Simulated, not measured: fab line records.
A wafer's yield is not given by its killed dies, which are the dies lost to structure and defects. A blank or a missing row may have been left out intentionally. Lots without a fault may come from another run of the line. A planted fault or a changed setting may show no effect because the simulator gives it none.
A struck lot beside a sound one | flow rit_cmos | 18 out of 202 route steps
Sound: these wafers, L340.1, L340.2, L340.5. Wafers struck: L346.1, L346.2, L346.5. The cause comes at the end.
Per side, at each step with rows, come the tool, then ch with its chambers, and then its first start. Under that, the readings that differ: sound wafers | struck wafers | difference of the means | sigmas: that difference in standard deviations of wafers without a fault.
alike: words and numbers the same on both sides, and readings whose means are apart by under 2 such deviations; not compared: readings that were withheld, readings missing a value for some wafer, numbers with overlapping values and no deviation given by the record, and bounds like >300 which may hide the same value.
A row with sigmas, a row that says differs or no value, or rows on one side alone: a step with any of these is where the two part. Numbers that have no deviation but don't overlap get no sigmas and don't part them. Lack of a reading on every wafer of one side parts them only where that side has two or more wafers.

first, 2 steps without rows for these wafers: RIT_ACTIVE_CLEAN_17 (cleans in SC2, time 600 s); RIT_FOX1_OXIDATION_00 (target thk 350.7 nm, ox time 1130 s).
RIT_FOX1_THK_MEAS_01:
  sound on film_metro-01 at day 2 15:58; struck on film_metro-04 at day 3 21:07
  alike: FOX1_OXIDE_THK
then, 2 steps without rows for these wafers: RIT_FOX1_WET_ETCH_02 (etches SiO2 in BOE, target depth 350 nm, time 390 s); RIT_FOX2_OXIDATION_00 (target thk 350.7 nm, ox time 1130 s).
RIT_FOX2_THK_MEAS_01:
  sound on film_metro-01 at day 2 18:28; struck on film_metro-01 at day 3 23:30
  alike: FOX2_OXIDE_THK
then, 2 steps without rows for these wafers: RIT_FOX2_CLEAN_02 (cleans in dHF, time 180 s); RIT_FOX2_WET_ETCH_03 (etches Si3N4 in H3PO4, target depth 195 nm, time 2659 s).
RIT_FOX2_THK_MEAS_90:
  sound on film_metro-01 at day 2 19:20; struck on film_metro-01 at day 4 00:28
  alike: FIELD_OXIDE_LEFT_1_THK
then, 3 steps without rows for these wafers: RIT_NWELL_HMDS_00 (prime time 60 s); RIT_NWELL_COAT_01 (resist thk 1300 nm); RIT_NWELL_SOFTBAKE_02 (time 60 s).
RIT_NWELL_EXPOSE_03: exposes mask M2, target cd 43900 nm.
  sound on iline_stepper-02 ch 0, day 2 19:59; struck on iline_stepper-02 ch 0, day 4 00:58
  reading                       | sound                      | struck               | difference | sigmas
  model.NWELL.overlay_x_nm (nm) | -0.07066 -0.07066 -0.07066 | -151.1 -151.1 -151.1 | -151.0     |
  alike: mask
then, 2 steps without rows for these wafers: RIT_NWELL_PEB_04; RIT_NWELL_DEVELOP_05 (develop time 68 s).
RIT_NWELL_OVL_MEAS_06:
  sound on overlay-01 at day 2 20:28; struck on overlay-02 at day 4 01:24
  reading        | sound       | struck               | difference | sigmas
  NWELL_OVL (nm) | 1.2 1.4 1.5 | -149.0 -149.3 -149.9 | -150.8     | -99 or more
then, 1 step without rows for these wafers: RIT_NWELL_HARDBAKE_07 (time 120 s).
RIT_M1_PROBE_99:
  sound on prober-02 at day 4 14:29; struck on prober-02 at day 5 20:45
  reading                                 | sound             | struck            | difference | sigmas
  model.etest.well_edge_right.line_ohm_um | 182.7 184.6 184.8 | 190.1 191.1 189.6 | +6.2       |
  model.etest.well_edge_left.line_ohm_um  | 182.7 186.3 183.6 | 177.6 176.2 175.6 | -7.7       |
  alike: killed_at_M0_to_M3, killed_at_contacts, killed_at_front_end, killed_dies, killed_open, killed_short

## WHERE THEY PART
Only at RIT_NWELL_OVL_MEAS_06, as far as this record shows. Later steps at which nothing parts them and some readings are alike: RIT_M1_PROBE_99.

WHY: what had been put in by the simulator
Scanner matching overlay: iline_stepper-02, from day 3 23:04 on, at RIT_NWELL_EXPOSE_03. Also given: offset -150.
